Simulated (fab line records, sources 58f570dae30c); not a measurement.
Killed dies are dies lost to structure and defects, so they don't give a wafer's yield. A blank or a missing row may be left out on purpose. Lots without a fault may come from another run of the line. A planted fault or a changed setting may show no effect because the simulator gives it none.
One fault seen from 2 desks | flow berkeley_cmos170 | each desk has only its own numbers; what lay behind them comes last

THE TOOL OWNER'S DESK: lpcvd-02
The tool's own readings at UCB170_CONTACT_CVD_01 (deposits PSG from SiH4/O2/PH3, target thk 700 nm, time 2820 s): means of the sampled wafers that have a number, for each lot that ran on this tool. A lot is out of limits, marked OUT, if its mean lies more than 4 standard deviations from the usual mean; the brackets give that distance.
Columns: A = zone_power_centre_pct at UCB170_CONTACT_CVD_01, usual 21.2 %
lot  | first seen here | A
L341 | day 8 00:02     | 23.7
L342 | day 8 01:49     | 19.6
L345 | day 9 04:02     | 23.5
L346 | day 9 05:50     | 23.8
L348 | day 9 05:50     | 24.0
L350 | day 9 15:56     | 23.7
L356 | day 10 17:15    | 19.6
L355 | day 10 21:28    | 19.7
L359 | day 10 23:15    | 19.4
This desk's finding: nothing out of limits on any of the 9 lots.

THE METROLOGY DESK
What the gauges read, lot by lot, whatever tool the lot ran on: means of the sampled wafers that have a number. A lot is out of limits, marked OUT, if its mean lies more than 4 standard deviations from the usual mean; the brackets give that distance.
Columns: A = CONTACT_PSG_THK at UCB170_CONTACT_THK_MEAS_02, usual 698 nm
lot  | first seen here | A
L341 | day 8 01:49     | 688
L343 | day 8 02:17     | 695
L342 | day 8 03:37     | 693
L345 | day 9 05:50     | 693
L346 | day 9 07:37     | 704
L348 | day 9 07:37     | 691
L350 | day 9 17:43     | 696
L352 | day 10 03:01    | 704
L353 | day 10 04:48    | 703
L356 | day 10 19:03    | 706
L355 | day 10 23:15    | 628 (-11) OUT
L358 | day 10 23:37    | 689
L357 | day 10 23:38    | 692
L359 | day 11 01:02    | 615 (-13) OUT
This desk's finding: out of limits on L355, L359; first on L355, day 10 23:15 (CONTACT_PSG_THK at UCB170_CONTACT_THK_MEAS_02). In limits: L341, L343, L342, L345, L346, L348, L350, L352, L353, L356, L358, L357.

PUT TOGETHER
The metrology desk could have raised an alarm at day 10 23:15, on L355, L359.
The tool owner's desk saw nothing out of limits.
The tool owner's desk has L355, L359 on record, within its limits.
Of the lots named, all ran UCB170_CONTACT_CVD_01 on lpcvd-02.

WHAT THE SIMULATOR HAD PUT IN
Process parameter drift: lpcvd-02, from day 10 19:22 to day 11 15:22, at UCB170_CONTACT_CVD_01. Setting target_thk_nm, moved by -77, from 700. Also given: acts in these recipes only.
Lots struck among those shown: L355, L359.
Hours from the fault's start to each desk's first reading out of limits: the metrology desk, 4.
